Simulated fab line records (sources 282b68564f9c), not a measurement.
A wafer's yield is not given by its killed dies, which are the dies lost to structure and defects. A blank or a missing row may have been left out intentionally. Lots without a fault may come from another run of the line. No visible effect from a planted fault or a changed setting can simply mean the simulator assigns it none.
Problem report in the 8D (eight disciplines) form, filled by code -- flow rit cmos -- the parts of the form that need people (team, actions taken, sign-off) are left out

## 1. WHAT IS WRONG
At RIT_GATE_DEVELOP_15, developer temp C averages 20.77 C over 6 wafers from 2 lots, while fault-free wafers read 23.01 C, standard deviation 0.1. That is -22 standard deviations from the usual mean.
The step: develop time 50 s.
Earliest sighting: wafer L236.2 on litho track-04 at day 4 22:00. The record has a number at this step for 42 wafers belonging to 14 lots. The rule behind "out" and "out of limits": a value lying over 4 standard deviations away from the usual mean. Any other wafer with a number is counted as sound.

## 2. WHAT THIS IS AND IS NOT
question,is,is not
which readings at this step,developer temp C,-
which lots,"L236, L237","L227, L228, L229, L230, L231, L232, L233, L234, L239, L245, L248, L249"
which wafers of those lots,all that have a number,-
read on which tools,litho track-04,"litho track-01, litho track-03"
when,from day 4 22:00,"up to then (24 sound wafers); but 12 sound wafers of L239, L245, L248, L249 came after"

## 3. WHAT RULES OUT EACH SUSPECT
Counting: a tool at any process step up to the reading remains a suspect when it ran all the lots that are out and ran no sound lot after the first of those.
- litho track-04 at RIT_GATE_DEVELOP_15 (develop time 50 s): kept. It ran every lot that is out, first L236 (day 4 22:00), and no sound lot after that; its last sound lot up to then is L234 (day 4 07:00). Its own readings are out on those wafers: developer temp C.
After counting, what remains is litho track-04 at RIT_GATE_DEVELOP_15.

## 4. THE CAUSE (what the simulator had put in)
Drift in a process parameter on litho track-04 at RIT_GATE_DEVELOP_15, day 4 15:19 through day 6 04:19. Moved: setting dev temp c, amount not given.
After counting, this tool was the only one left.

## 5. SEQUENCE OF EFFECTS, ordered by route
One row per reading whose mean, taken over the struck wafers that have a number, lies over 3 standard deviations from the usual. Scope: only readings with a usual standard deviation given in the record; hours: median across lots of the time from each lot's start at the first step in this table that gives one to its start at this step; sigmas: change in usual standard deviations.
hours,step,reading,usual,on struck wafers,change,sigmas
0,RIT_GATE_DEVELOP_15,developer temp C,23.01 C,20.77,-2.24,-22
Process steps it contains:
- RIT_GATE_DEVELOP_15: develop time 50 s.

## 6. HOW IT WOULD HAVE BEEN CAUGHT EARLIER
7 hours passed between the start of the fault at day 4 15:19 and the first reading out of limits in this record, taken at day 4 22:00.
